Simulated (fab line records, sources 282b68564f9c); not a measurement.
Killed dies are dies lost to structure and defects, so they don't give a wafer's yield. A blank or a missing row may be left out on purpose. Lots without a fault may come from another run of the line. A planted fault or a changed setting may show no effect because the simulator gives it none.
fab line records | flow rit_cmos
record lots=6 wafers=18 last_day=8
route steps=202 shown GATE@89 REOX@98 NLDD@103 PLDD@114 SPACER@125 CONTACT@179 M1@202
lots that met no fault: from a run of the same line without faults
start_h: hours from the record's first day to the start of the lot's first wafer shown | wait_h: hours since the lot's step before | " the same as in the row above | L1.1+2: a row that stands for several wafers | - no value, or no start given | * or withheld: withheld | < > ~ a bound
route shown NAME@n: a module of which the file shows steps, and the number in the route of the first | usual: mean/standard deviation of fault-free wafers | same: alike in all rows | chamber/n: place in a boat | sites: the reading at each site | _std_site: their standard deviation | _edge_site: outer sites' mean less inner sites' | radius_mm: how far each site lies from the wafer's centre | mask NAME#n: copy n | behind: the tool/chamber that last shaped the wafer | hold: why the lot was held/for how many hours/how that ended | device: the transistor (n, p or np) that didn't switch | end of line: the same wafers' tests at the end of the route | a step without rows: its recipe alone | killed: dies lost to structure and defects at the first sort, not the wafer's yield | map: a wafer's dies, x killed, . not, _ none there
set.NAME: the setting as run; set.NAME@STEP: as run at that earlier step | model.NAME: the simulator's own value behind a step, which no gauge read
lots at some steps of the route; a table a step, a row a wafer
services: from which hour (start_h, from the record's first day; less than 0 if before it) a tool's chamber was out of use, for how many hours, and why
## steps
# step RIT_GATE_EXPOSE_13
# recipe mask_id=M6 na=0.6 source_shape=conventional sigma_outer=0.6 target_cd_nm=150 dose_mj=380
# step RIT_GATE_PEB_14
# recipe resist=NOVOLAK temp_c=withheld time_s=withheld
# step RIT_GATE_DEVELOP_15
# recipe resist=NOVOLAK develop_time_s=50 dev_temp_c=23
# step RIT_GATE_CD_MEAS_16
# recipe target_cd_nm=150
# usual cd_nm=150.2/2.6
# columns lot.wafer tool chamber start_h wait_h cd_nm
L354.2 cd_sem-02 - 40.15 - 148.0
L354.5 " - " " 147.0
L354.6 " - " " 146.5
L356.1 cd_sem-01 - 49.58 - 150.1
L356.4 " - " " 152.3
L356.5 " - " " 148.9
L366.4 cd_sem-01 - 100.81 - 149.1
L366.5 " - " " 146.7
L366.6 " - " " 147.2
L367.1 cd_sem-01 - 112.38 - 151.2
L367.5 " - " " 150.3
L367.6 " - " " 149.4
L369.2 cd_sem-01 - 115.31 - 149.4
L369.3 " - " " 149.1
L369.4 " - " " 146.8
L376.3 cd_sem-02 - 166.73 - 153.7
L376.4 " - " " 154.8
L376.5 " - " " 153.0
# step RIT_GATE_OVL_MEAS_17
# usual GATE_OVL=-0.6/1.4
# columns lot.wafer tool chamber start_h wait_h GATE_OVL[nm]
L354.2 overlay-01 - 40.26 0.1 0.4
L354.5 " - " " 0.8
L354.6 " - " " 0.3
L356.1 overlay-02 - 49.70 0.1 -2.6
L356.4 " - " " -2.1
L356.5 " - " " -3.4
L366.4 overlay-01 - 100.88 0.1 -1.9
L366.5 " - " " -0.8
L366.6 " - " " -2.5
L367.1 overlay-01 - 112.50 0.1 -0.2
L367.5 " - " " 0.1
L367.6 " - " " -1.3
L369.2 overlay-01 - 115.42 0.1 -2.1
L369.3 " - " " -1.5
L369.4 " - " " -0.8
L376.3 overlay-01 - 166.82 0.1 -1.3
L376.4 " - " " -0.3
L376.5 " - " " -0.3
# step RIT_GATE_HARDBAKE_18
# recipe resist=NOVOLAK temp_c=140 time_s=60
# step RIT_GATE_ETCH_19
# recipe chemistry=SF6/CHF3/O2 time_s=165 SF6_flow_sccm=30 CHF3_flow_sccm=30 O2_flow_sccm=5 target=poly-Si pressure_mtorr=40 rf_w=160 target_depth_a=3125 over_etch_frac=0.25 stop_on=SiO2
# usual CHF3_flow_sccm=30.00/0.087 drypump_motor_current_A=5.8/0.52 oes_product_au=0.852/0.014 throttle_valve_pct=10.21/0.15
# columns lot.wafer tool chamber start_h wait_h CHF3_flow_sccm drypump_motor_current_A oes_product_au rf_hours_counter_h throttle_valve_pct
L354.2 rie_si-02 2 40.44 0.1 29.92 4.8 0.856 140 9.96
L354.5 " 1 " " 29.85 6.1 0.835 - 10.26
L354.6 " 2 " " 29.95 4.8 0.846 - 9.96
L356.1 rie_si-02 0 49.88 0.1 30.10 6.4 0.846 91 10.08
L356.4 " 1 " " 29.93 6.1 0.839 165 10.26
L356.5 " 2 " " 29.91 4.8 0.854 - 9.97
L366.4 rie_si-02 3 101.11 0.1 30.18 6.1 0.842 - 10.18
L366.5 " 0 " " 30.13 6.4 0.831 - 10.07
L366.6 " 1 " " 30.08 6.1 0.878 - 10.25
L367.1 rie_si-01 3 112.69 0.1 30.14 6.0 0.845 142 10.12
L367.5 " 0 " " 30.14 5.3 0.880 - 10.36
L367.6 " 1 " " 30.14 5.6 0.846 - 10.27
L369.2 rie_si-02 3 115.60 0.1 29.96 6.1 0.849 74 10.17
L369.3 " 2 " " 30.05 4.8 0.845 141 9.93
L369.4 " 0 " " 29.82 6.4 0.834 91 10.06
L376.3 rie_si-01 0 167.00 0.1 30.04 5.3 0.883 20 10.35
L376.4 " 2 " " 30.17 6.2 0.853 - 10.39
L376.5 " 0 " " 30.04 5.3 0.887 - 10.35
# step RIT_GATE_STRIP_20
# recipe chemistry=O2 time_s=180 resist=NOVOLAK platen_temp_c=withheld power_w=500 pressure_mtorr=4000 o2_flow_sccm=4000
# usual drypump_motor_current_A=5.8/0.42
# columns lot.wafer tool chamber start_h wait_h drypump_motor_current_A rf_hours_counter_h
L354.2 plasma_asher-02 0 40.54 0.1 6.5 42
L354.5 " 1 " " 5.9 -
L354.6 " 0 " " 6.5 -
L356.1 plasma_asher-04 0 49.99 0.1 5.3 44
L356.4 " 1 " " 5.9 -
L356.5 " 0 " " 5.3 -
L366.4 plasma_asher-03 0 101.22 0.1 5.7 -
L366.5 " 0 " " 5.8 -
L366.6 " 1 " " 5.3 -
L367.1 plasma_asher-04 0 112.80 0.1 5.3 51
L367.5 " 1 " " 5.9 -
L367.6 " 0 " " 5.3 -
L369.2 plasma_asher-03 0 115.70 0.1 5.7 33
L369.3 " 0 " " 5.8 -
L369.4 " 1 " " 5.2 -
L376.3 plasma_asher-02 0 167.16 0.1 6.5 -
L376.4 " 1 " " 5.8 -
L376.5 " 1 " " 5.9 -
# step RIT_GATE_CD_MEAS_90
# recipe target_cd_nm=150
# usual cd_nm=150.3/2.6
# columns lot.wafer tool chamber start_h wait_h cd_nm
L354.2 cd_sem-02 - 40.74 0.1 148.1
L354.5 " - " " 147.3
L354.6 " - " " 146.7
L356.1 cd_sem-01 - 50.17 0.1 150.2
L356.4 " - " " 152.3
L356.5 " - " " 149.3
L366.4 cd_sem-02 - 101.40 0.1 149.1
L366.5 " - " " 147.4
L366.6 " - " " 147.2
L367.1 cd_sem-02 - 112.97 0.1 151.3
L367.5 " - " " 150.3
L367.6 " - " " 149.9
L369.2 cd_sem-02 - 115.90 0.1 149.5
L369.3 " - " " 148.8
L369.4 " - " " 147.4
L376.3 cd_sem-02 - 167.32 0.1 153.1
L376.4 " - " " 154.4
L376.5 " - " " 152.8
# step RIT_REOX_CLEAN_00
# recipe chemistry=SC1 mix=3:3:50 time_s=600 temp_c=75
# step RIT_REOX_CLEAN_01
# recipe chemistry=dHF dilution=50:1 time_s=30
# step RIT_REOX_CLEAN_02
# recipe chemistry=SC2 mix=3:3:50 time_s=600 temp_c=75 dry=n2_spin
# step RIT_REOX_OXIDATION_03
# recipe temp_c=900 ambient=O2 target_thk_a=252 ox_time_s=5580
# usual tube_center_temp_C_max=902.3/0.33
# columns lot.wafer tool chamber start_h wait_h tube_center_temp_C_max
L354.2 furnace-03 0 42.09 0.9 902.4
L354.5 " 0 " " 902.7
L354.6 " 0 " " 902.5
L356.1 furnace-04 0 52.05 1.3 902.4
L356.4 " 0 " " 902.1
L356.5 " 0 " " 902.3
L366.4 furnace-04 0 104.24 2.4 902.1
L366.5 " 0 " " 902.0
L366.6 " 0 " " 901.9
L367.1 furnace-04 0 113.46 0.0 901.8
L367.5 " 0 " " 901.9
L367.6 " 0 " " 902.1
L369.2 furnace-03 0 120.98 4.6 902.7
L369.3 " 0 " " 902.4
L369.4 " 0 " " 902.0
L376.3 furnace-03 0 171.72 3.9 902.2
L376.4 " 0 " " 902.4
L376.5 " 0 " " 902.3
# step RIT_REOX_THK_MEAS_04
# recipe reads=SiO2_of_REOX_OXIDATION_03
# usual REOX_OXIDE_THK=25.2/0.42
# columns lot.wafer tool chamber start_h wait_h REOX_OXIDE_THK[nm]
L354.2 film_metro-02 - 44.65 0.0 25.1
L354.5 " - " " 25.2
L354.6 " - " " 24.8
L356.1 film_metro-02 - 54.60 0.0 25.0
L356.4 " - " " 24.8
L356.5 " - " " 24.9
L366.4 film_metro-03 - 106.82 0.0 25.0
L366.5 " - " " 24.7
L366.6 " - " " 25.4
L367.1 film_metro-03 - 116.01 0.0 25.4
L367.5 " - " " 24.8
L367.6 " - " " 25.3
L369.2 film_metro-02 - 123.54 0.0 25.0
L369.3 " - " " 24.8
L369.4 " - " " 24.7
L376.3 film_metro-02 - 174.29 0.0 25.3
L376.4 " - " " 25.2
L376.5 " - " " 25.0
# step RIT_NLDD_HMDS_00
# recipe prime_time_s=60 prime_temp_c=140
# step RIT_NLDD_COAT_01
# recipe resist=NOVOLAK spin_rpm=3250 resist_thk_nm=1000
# step RIT_NLDD_SOFTBAKE_02
# recipe resist=NOVOLAK temp_c=90 time_s=60
# step RIT_NLDD_EXPOSE_03
# recipe mask_id=M7 na=0.57 target_cd_nm=40700 dose_mj=250
# step RIT_NLDD_PEB_04
# recipe resist=NOVOLAK temp_c=withheld time_s=withheld
# step RIT_NLDD_DEVELOP_05
# recipe resist=NOVOLAK develop_time_s=50 dev_temp_c=23
# step RIT_NLDD_OVL_MEAS_06
# usual NLDD_OVL=-0.4/1.3
# columns lot.wafer tool chamber start_h wait_h NLDD_OVL[nm]
L354.2 overlay-01 - 45.68 - 2.7
L354.5 " - " " 1.4
L354.6 " - " " 0.4
L356.1 overlay-02 - 55.72 - 1.0
L356.4 " - " " -1.3
L356.5 " - " " -1.8
L366.4 overlay-01 - 107.72 - 1.0
L366.5 " - " " -0.3
L366.6 " - " " 0.7
L367.1 overlay-01 - 116.92 - -0.1
L367.5 " - " " -0.3
L367.6 " - " " 0.1
L369.2 overlay-01 - 124.44 - -0.3
L369.3 " - " " -1.0
L369.4 " - " " -1.6
L376.3 overlay-01 - 175.36 - -2.1
L376.4 " - " " -1.6
L376.5 " - " " -1.6
# step RIT_NLDD_HARDBAKE_07
# recipe resist=NOVOLAK temp_c=140 time_s=60
# step RIT_NLDD_IMPLANT_08
# recipe species=P energy_kev=20 dose_cm2=5e+14 tilt_deg=7
# step RIT_NLDD_STRIP_09
# recipe chemistry=O2 time_s=180 resist=NOVOLAK platen_temp_c=withheld power_w=500 pressure_mtorr=4000 o2_flow_sccm=4000
# usual drypump_motor_current_A=5.7/0.49
# columns lot.wafer tool chamber start_h wait_h drypump_motor_current_A rf_hours_counter_h
L354.2 plasma_asher-03 0 46.01 0.1 5.7 25
L354.5 " 0 " " 5.7 -
L354.6 " 1 " " 5.2 -
L356.1 plasma_asher-02 1 56.05 0.1 5.9 44
L356.4 " 1 " " 5.9 -
L356.5 " 1 " " 5.9 -
L366.4 plasma_asher-03 0 108.10 0.1 5.8 -
L366.5 " 1 " " 5.2 -
L366.6 " 0 " " 5.8 -
L367.1 plasma_asher-03 0 117.25 0.1 5.7 33
L367.5 " 1 " " 5.2 -
L367.6 " 0 " " 5.8 -
L369.2 plasma_asher-03 0 124.77 0.1 5.7 33
L369.3 " 1 " " 5.3 -
L369.4 " 0 " " 5.8 -
L376.3 plasma_asher-03 1 175.74 0.1 5.3 -
L376.4 " 0 " " 5.7 -
L376.5 " 0 " " 5.8 -
# step RIT_NLDD_TW_MEAS_10
# usual NLDD_TW=2506/26
# columns lot.wafer tool chamber start_h wait_h NLDD_TW
L354.2 film_metro-01 - 46.19 0.1 2469
L354.5 " - " " 2459
L354.6 " - " " 2483
L356.1 film_metro-03 - 56.23 0.1 2505
L356.4 " - " " 2525
L356.5 " - " " 2508
L366.4 film_metro-03 - 108.24 0.1 2523
L366.5 " - " " 2522
L366.6 " - " " 2526
L367.1 film_metro-03 - 117.43 0.1 2535
L367.5 " - " " 2517
L367.6 " - " " 2542
L369.2 film_metro-03 - 124.96 0.1 2543
L369.3 " - " " 2537
L369.4 " - " " 2543
L376.3 film_metro-04 - 175.88 0.1 2489
L376.4 " - " " 2488
L376.5 " - " " 2490
# step RIT_PLDD_HMDS_00
# recipe prime_time_s=60 prime_temp_c=140
# step RIT_PLDD_COAT_01
# recipe resist=NOVOLAK spin_rpm=3250 resist_thk_nm=1000
# step RIT_PLDD_SOFTBAKE_02
# recipe resist=NOVOLAK temp_c=90 time_s=60
# step RIT_PLDD_EXPOSE_03
# recipe mask_id=M8 na=0.57 target_cd_nm=40900 dose_mj=250
# step RIT_PLDD_PEB_04
# recipe resist=NOVOLAK temp_c=withheld time_s=withheld
# step RIT_PLDD_DEVELOP_05
# recipe resist=NOVOLAK develop_time_s=50 dev_temp_c=23
# step RIT_PLDD_OVL_MEAS_06
# usual PLDD_OVL=0.5/1.4
# columns lot.wafer tool chamber start_h wait_h PLDD_OVL[nm]
L354.2 overlay-02 - 47.10 - 1.4
L354.5 " - " " 1.2
L354.6 " - " " 2.0
L356.1 overlay-02 - 57.14 - -1.1
L356.4 " - " " -0.2
L356.5 " - " " -0.3
L366.4 overlay-01 - 109.14 - 1.5
L366.5 " - " " 1.1
L366.6 " - " " 2.3
L367.1 overlay-01 - 118.34 - 2.3
L367.5 " - " " 1.8
L367.6 " - " " 1.8
L369.2 overlay-01 - 125.99 - 0.2
L369.3 " - " " -1.4
L369.4 " - " " -0.9
L376.3 overlay-02 - 177.04 - -2.2
L376.4 " - " " -0.9
L376.5 " - " " -2.3
# step RIT_PLDD_HARDBAKE_07
# recipe resist=NOVOLAK temp_c=140 time_s=60
# step RIT_PLDD_IMPLANT_08
# recipe species=BF2 energy_kev=20 dose_cm2=9e+14 tilt_deg=7
# step RIT_PLDD_STRIP_09
# recipe chemistry=O2 time_s=180 resist=NOVOLAK platen_temp_c=withheld power_w=500 pressure_mtorr=4000 o2_flow_sccm=4000
# usual drypump_motor_current_A=5.4/0.33
# columns lot.wafer tool chamber start_h wait_h drypump_motor_current_A rf_hours_counter_h
L354.2 plasma_asher-04 0 47.43 0.1 5.3 43
L354.5 " 0 " " 5.3 -
L354.6 " 1 " " 5.9 -
L356.1 plasma_asher-04 1 57.47 0.1 5.9 45
L356.4 " 0 " " 5.3 -
L356.5 " 1 " " 5.9 -
L366.4 plasma_asher-03 0 109.52 0.1 5.8 -
L366.5 " 1 " " 5.3 -
L366.6 " 0 " " 5.8 -
L367.1 plasma_asher-01 0 118.68 0.1 5.3 40
L367.5 " 1 " " 4.9 -
L367.6 " 0 " " 5.3 -
L369.2 plasma_asher-04 1 126.53 0.1 5.9 52
L369.3 " 0 " " 5.3 -
L369.4 " 1 " " 5.9 -
L376.3 plasma_asher-01 0 177.42 0.1 5.3 -
L376.4 " 1 " " 4.9 -
L376.5 " 0 " " 5.4 -
# step RIT_PLDD_TW_MEAS_10
# usual PLDD_TW=2356/25
# columns lot.wafer tool chamber start_h wait_h PLDD_TW
L354.2 film_metro-04 - 47.61 0.1 2349
L354.5 " - " " 2359
L354.6 " - " " 2357
L356.1 film_metro-04 - 57.65 0.1 2327
L356.4 " - " " 2335
L356.5 " - " " 2322
L366.4 film_metro-03 - 109.67 0.1 2379
L366.5 " - " " 2385
L366.6 " - " " 2388
L367.1 film_metro-03 - 118.85 0.1 2384
L367.5 " - " " 2387
L367.6 " - " " 2369
L369.2 film_metro-01 - 126.71 0.1 2327
L369.3 " - " " 2316
L369.4 " - " " 2339
L376.3 film_metro-01 - 177.56 0.1 2343
L376.4 " - " " 2329
L376.5 " - " " 2338
# step RIT_SPACER_CLEAN_00
# recipe chemistry=SC1 mix=3:3:50 time_s=600 temp_c=75
# step RIT_SPACER_CLEAN_01
# recipe chemistry=dHF dilution=50:1 time_s=30
# step RIT_SPACER_CLEAN_02
# recipe chemistry=SC2 mix=3:3:50 time_s=600 temp_c=75 dry=n2_spin
# step RIT_SPACER_CVD_03
# recipe material=Si3N4 target_thk_nm=250 temp_c=810 precursor=SiH2Cl2/NH3 time_s=3300 pressure_mtorr=300 sih2cl2_flow_sccm=60 nh3_flow_sccm=150
# step RIT_SPACER_THK_MEAS_04
# recipe reads=Si3N4_of_SPACER_CVD_03
# usual SPACER_NITRIDE_THK=251.1/2.3
# columns lot.wafer tool chamber start_h wait_h SPACER_NITRIDE_THK[nm]
L354.2 film_metro-01 - 50.45 0.0 248.3
L354.5 " - " " 246.2
L354.6 " - " " 250.2
L356.1 film_metro-01 - 59.99 0.0 252.0
L356.4 " - " " 251.4
L356.5 " - " " 251.3
L366.4 film_metro-01 - 113.29 0.0 251.7
L366.5 " - " " 252.9
L366.6 " - " " 252.1
L367.1 film_metro-03 - 121.19 0.0 247.6
L367.5 " - " " 247.6
L367.6 " - " " 250.2
L369.2 film_metro-03 - 129.09 0.0 250.9
L369.3 " - " " 250.7
L369.4 " - " " 250.1
L376.3 film_metro-01 - 179.90 0.0 250.1
L376.4 " - " " 250.8
L376.5 " - " " 250.8
# step RIT_SPACER_ETCHBACK_05
# recipe target_depth_a=2500 SF6_flow_sccm=30 CHF3_flow_sccm=30 target=Si3N4 chemistry=SF6/CHF3 pressure_mtorr=40 rf_w=250 time_s=240 stop_on=SiO2
# usual CHF3_flow_sccm=30.00/0.086 drypump_motor_current_A=5.6/0.42 oes_product_au=0.850/0.017 throttle_valve_pct=10.28/0.16
# columns lot.wafer tool chamber start_h wait_h CHF3_flow_sccm drypump_motor_current_A oes_product_au rf_hours_counter_h throttle_valve_pct
L354.2 rie_diel-02 3 50.50 0.0 30.06 5.6 0.843 42 10.58
L354.5 " 1 " " 30.08 6.1 0.839 - 10.33
L354.6 " 2 " " 30.08 5.5 0.852 - 10.27
L356.1 rie_diel-03 1 60.05 0.1 30.00 6.2 0.849 19 10.32
L356.4 " 0 " " 29.94 5.0 0.827 46 10.12
L356.5 " 0 " " 29.98 5.0 0.819 - 10.10
L366.4 rie_diel-03 3 113.32 0.0 29.96 5.7 0.865 1 10.02
L366.5 " 0 " " 29.81 4.9 0.829 - 10.12
L366.6 " 1 " " 29.79 6.3 0.856 - 10.33
L367.1 rie_diel-03 3 121.25 0.1 30.11 5.7 0.867 1 10.01
L367.5 " 1 " " 29.99 6.2 0.855 - 10.32
L367.6 " 2 " " 30.00 5.6 0.832 - 10.21
L369.2 rie_diel-02 3 129.14 0.0 30.00 5.6 0.855 43 10.57
L369.3 " 1 " " 29.93 6.1 0.852 80 10.33
L369.4 " 2 " " 30.17 5.6 0.845 6 10.27
L376.3 rie_diel-03 2 179.94 0.0 30.06 5.6 0.834 83 10.20
L376.4 " 0 " " 29.96 5.0 0.815 48 10.13
L376.5 " 0 " " 29.98 4.9 0.821 - 10.11
# step RIT_CONTACT_ETCH_11
# recipe target_depth_a=4800 over_etch_frac=0.2 stop_on=TiSi2 chemistry=CHF3/CF4/Ar target=SiO2 CHF3_flow_sccm=50 cf4_flow_sccm=10 Ar_flow_sccm=100 O2_flow_sccm=5 pressure_mtorr=100 rf_w=200 time_s=320
# usual CHF3_flow_sccm=50.01/0.15 drypump_motor_current_A=5.7/0.35 mfc_ar_sccm=100.05/0.29 oes_product_au=0.991/0.014 throttle_valve_pct=8.93/0.14
# columns lot.wafer tool chamber start_h wait_h CHF3_flow_sccm drypump_motor_current_A mfc_ar_sccm oes_product_au rf_hours_counter_h throttle_valve_pct model.CONTACT.cd_nm
L354.2 rie_diel-04 1 56.44 0.1 49.91 5.9 99.85 0.996 8 9.02 998.8
L354.5 " 0 " " 49.73 5.2 100.58 1.007 - 8.88 997.8
L354.6 " 1 " " 50.05 6.0 99.83 1.000 - 9.00 999
L356.1 rie_diel-01 0 66.28 0.1 50.02 6.1 100.33 0.979 45 8.69 1002
L356.4 " 2 " " 49.95 6.0 100.53 0.965 102 9.05 999.9
L356.5 " 0 " " 49.98 6.1 100.02 0.972 - 8.69 1002
L366.4 rie_diel-02 0 119.32 0.1 49.71 5.0 99.93 1.013 148 8.80 970.1
L366.5 " 3 " " 50.08 5.6 100.41 0.984 - 9.17 971.2
L366.6 " 2 " " 50.09 5.6 100.13 0.991 - 8.82 971.3
L367.1 rie_diel-01 2 127.26 0.1 50.11 6.0 99.88 0.969 104 9.05 976
L367.5 " 2 " " 50.06 5.9 99.10 0.958 - 9.05 975.8
L367.6 " 3 " " 50.09 5.3 99.80 0.995 - 8.96 976.4
L369.2 rie_diel-02 0 135.18 0.1 49.84 5.0 99.71 1.017 148 8.81 1004
L369.3 " 3 " " 50.00 5.6 99.88 0.983 44 9.17 1001
L369.4 " 2 " " 50.15 5.6 100.56 0.996 6 8.82 -
L376.3 rie_diel-01 1 186.62 0.1 50.13 5.8 100.14 0.993 4 8.69 997.2
L376.4 " 1 " " 49.99 5.8 100.96 0.993 - 8.70 995.7
L376.5 " 3 " " 49.90 5.3 99.84 0.995 - 8.95 996.2
# step RIT_M1_PROBE_99
# usual killed_at_contacts=0.1/0.27 killed_at_front_end=7/3.1 killed_dies=7/3.2 killed_on_rim=1.8/1.4 killed_open=3.8/2.1 killed_short=3.6/2
# same gross_dies=264 killed_at_M0_to_M3=0 killed_at_M4_up=0 killed_at_back_side=0 killed_at_other=0
# columns lot.wafer tool chamber start_h wait_h killed_at_contacts killed_at_front_end killed_dies killed_on_rim killed_open killed_short model.etest.contact_to_gate.bv_right_v model.etest.contact_to_gate.bv_left_v
L354.2 prober-01 - 61.47 0.1 0 6 6 1 3 3 92.6 94.23
L354.5 prober-01 - 61.62 0.2 1 10 11 1 6 5 92.4 90.63
L354.6 prober-01 - 61.67 0.2 0 7 7 2 4 3 90.99 92.05
L356.1 prober-01 - 71.35 0.1 0 5 5 3 3 2 88.07 88.94
L356.4 prober-01 - 71.50 0.2 0 9 9 0 4 5 88.57 90.56
L356.5 prober-01 - 71.55 0.2 0 6 6 1 2 4 93.05 88.65
L366.4 prober-01 - 124.34 0.2 0 81 81 16 2 7 99.82 95.14
L366.5 prober-01 - 124.39 0.2 0 79 79 23 6 5 100.3 98.17
L366.6 prober-01 - 124.44 0.2 0 69 69 16 3 2 98.75 97.24
L367.1 prober-02 - 132.11 0.1 0 79 79 23 1 4 97.61 97.42
L367.5 prober-02 - 132.31 0.2 1 82 83 22 5 3 95.05 99.4
L367.6 prober-02 - 132.36 0.2 0 63 63 17 2 3 96.48 97.74
L369.2 prober-01 - 140.09 0.1 0 5 5 1 2 3 88.28 90.1
L369.3 prober-01 - 140.14 0.2 0 15 15 1 8 7 91.71 90.57
L369.4 prober-01 - 140.19 0.2 0 10 10 3 8 2 92.31 92.48
L376.3 prober-02 - 192.60 0.2 0 4 4 1 4 0 92.45 91.89
L376.4 prober-02 - 192.65 0.2 0 5 5 2 2 3 89.7 88.5
L376.5 prober-02 - 192.70 0.2 0 7 7 3 5 2 88.2 90.48
# killed by level:class
L354.2 GATE:geometric_particle:short=3 GATE:geometric_particle:open=1 REOX:geometric_particle:open=1 SPACER:geometric_particle:open=1
L354.5 GATE:geometric_particle:open=2 REOX:geometric_particle:open=2 FOX1:geometric_particle:short=1 FOX1:geometric_particle:open=1 FOX2:geometric_particle:short=1 GATE:geometric_particle:short=1 SPACER:geometric_particle:short=1 SILICIDE:geometric_particle:open=1
L354.6 GATE:geometric_particle:open=2 REOX:geometric_particle:short=2 FOX1:geometric_particle:open=1 FOX2:geometric_particle:open=1 SPACER:geometric_particle:short=1
L356.1 GATE:geometric_particle:open=2 FOX2:geometric_particle:short=1 REOX:geometric_particle:short=1 REOX:geometric_particle:open=1
L356.4 GATE:geometric_particle:short=3 FOX1:geometric_particle:open=2 FOX1:geometric_particle:short=1 GATE:geometric_particle:open=1 REOX:geometric_particle:short=1 SILICIDE:geometric_particle:open=1
L356.5 GATE:geometric_particle:short=3 GATE:geometric_particle:open=1 SPACER:geometric_particle:open=1 SILICIDE:geometric_particle:short=1
L366.4 REOX:unspecified=72 FOX1:geometric_particle:short=2 FOX2:geometric_particle:short=2 SPACER:geometric_particle:short=2 GATE:geometric_particle:short=1 GATE:geometric_particle:open=1 SPACER:geometric_particle:open=1
L366.5 REOX:unspecified=68 GATE:geometric_particle:open=5 GATE:geometric_particle:short=2 SPACER:geometric_particle:short=2 FOX1:geometric_particle:open=1 FOX1:geometric_particle:short=1
L366.6 REOX:unspecified=64 REOX:geometric_particle:short=2 GATE:geometric_particle:open=1 SPACER:geometric_particle:open=1 SILICIDE:geometric_particle:open=1
L367.1 REOX:unspecified=74 FOX1:geometric_particle:short=2 GATE:geometric_particle:short=1 REOX:geometric_particle:short=1 SPACER:geometric_particle:open=1
L367.5 REOX:unspecified=75 FOX1:geometric_particle:short=1 FOX2:geometric_particle:open=1 GATE:geometric_particle:short=1 REOX:geometric_particle:open=1 SPACER:geometric_particle:open=1 SPACER:geometric_particle:short=1 SILICIDE:geometric_particle:open=1
L367.6 REOX:unspecified=58 FOX1:geometric_particle:open=2 FOX1:geometric_particle:short=2 GATE:geometric_particle:short=1
L369.2 FOX1:geometric_particle:open=1 GATE:geometric_particle:short=1 GATE:geometric_particle:open=1 REOX:geometric_particle:short=1 SILICIDE:geometric_particle:short=1
L369.3 GATE:geometric_particle:open=4 FOX1:geometric_particle:open=2 FOX2:geometric_particle:short=2 SPACER:geometric_particle:short=2 FOX1:geometric_particle:short=1 SILICIDE:geometric_particle:open=1 GATE:geometric_particle:short=1 SPACER:geometric_particle:open=1
L369.4 GATE:geometric_particle:open=6 GATE:geometric_particle:short=2 FOX2:geometric_particle:open=1 REOX:geometric_particle:open=1
L376.3 GATE:geometric_particle:open=3 SPACER:geometric_particle:open=1
L376.4 GATE:geometric_particle:short=2 FOX1:geometric_particle:short=1 GATE:geometric_particle:open=1 REOX:geometric_particle:open=1
L376.5 FOX1:geometric_particle:open=2 GATE:geometric_particle:open=2 FOX2:geometric_particle:short=1 FOX2:geometric_particle:open=1 GATE:geometric_particle:short=1
# map L366.4 (x killed, . not)
________..x...._______
_____....x..x..xx.____
____..x.......x..x.___
___...x.xx....x.....__
__....x.xx.x.x.x..x.._
__......x.x....xx.x.x_
_x.....x....x..xx..x.x
_.x...x...xx.x.....xx.
_..x..xx.x.xx..x..x..x
_x.xxx....x.xx..x.x.x.
__xx........xx....xxx_
__x..x..x.x.......x.._
___x.x......x.x.x...__
____...........xx..___
_____..xxxx.......____
________......._______
# map L367.5 (x killed, . not)
________...x..._______
_____..x.xx.....x.____
____.xx...x...x...x___
___...x.x.xxx.x.....__
__.x..x..x...xxx.xx.._
__..x....xx.......x.._
_x.x....x.....x...xx..
_x..x........x........
_xxx..x...x......x..x.
_xx...x.x..x.xxx....x.
__x.x......x.x.xx...._
__...x.xx.x..x.....x._
___xx.xx...x..x.x.xx__
____.xx....x.x.....___
_____...xx...x....____
________..x...x_______
## services
# columns tool chamber start_h hours kind
rie_diel-02 2 18.31 1.7 repair
rie_si-01 3 19.34 7.3 repair
rie_si-02 - 51.82 0.4 repair
plasma_asher-03 - 54.35 4.3 repair
plasma_asher-01 - 54.84 6.3 repair
rie_si-02 1 58.37 5.7 repair
rie_diel-02 - 65.82 14.6 pm
rie_si-01 3 67.72 10.5 repair
furnace-03 - 70.85 2.2 pm
rie_si-02 3 72.20 13.7 repair
furnace-03 - 85.52 3.0 pm
rie_si-02 2 98.77 6.6 repair
rie_si-02 - 105.37 2.8 pm
plasma_asher-02 - 108.75 9.0 pm
rie_diel-03 0 120.68 3.1 repair
rie_diel-01 1 132.79 2.2 repair
rie_diel-01 - 136.51 0.1 repair
rie_diel-02 0 156.97 3.9 repair
furnace-03 - 159.97 4.0 pm
rie_diel-01 3 162.46 1.8 repair
rie_si-02 - 166.14 0.4 repair
rie_diel-02 2 170.87 18.4 repair
plasma_asher-02 - 180.85 0.5 repair
rie_si-02 1 185.54 1.0 repair
## key
first_sign step=RIT_M1_PROBE_99 reading=killed_at_front_end direction=up sigmas=22 usual=7 struck=76
effect step=RIT_M1_PROBE_99 reading=killed_dies direction=up sigmas=22 usual=7 struck=76
model_effect step=RIT_CONTACT_ETCH_11 value=CONTACT.cd_nm without=1001 struck=973.4
model_effect step=RIT_M1_PROBE_99 value=etest.contact_to_gate.bv_right_v without=91.15 struck=98
met_at RIT_REOX_OXIDATION_03
struck_wafers L366.4,L366.5,L366.6,L367.1,L367.5,L367.6
tester_left_out L366,L367
loop_trim step=RIT_CONTACT_EXPOSE_05 setting=dose lots=L366,L367
onset_between 52.05 104.24
fault kind=chamber_particle_source tool=furnace-04 chamber=- onset_h=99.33 steps=RIT_REOX_OXIDATION_03 rate_per_visit_cm2=0.58494 end_h=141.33
# tester_left_out: of these lots the tester's yield and bins aren't shown, on N5 and GAA mostly nor the transistor test; their killed dies are dies lost to structure and defects alone, not to doping, threshold or leakage, so they don't give the yield
# loop_trim: a control loop set the setting to another value than it would have without faults
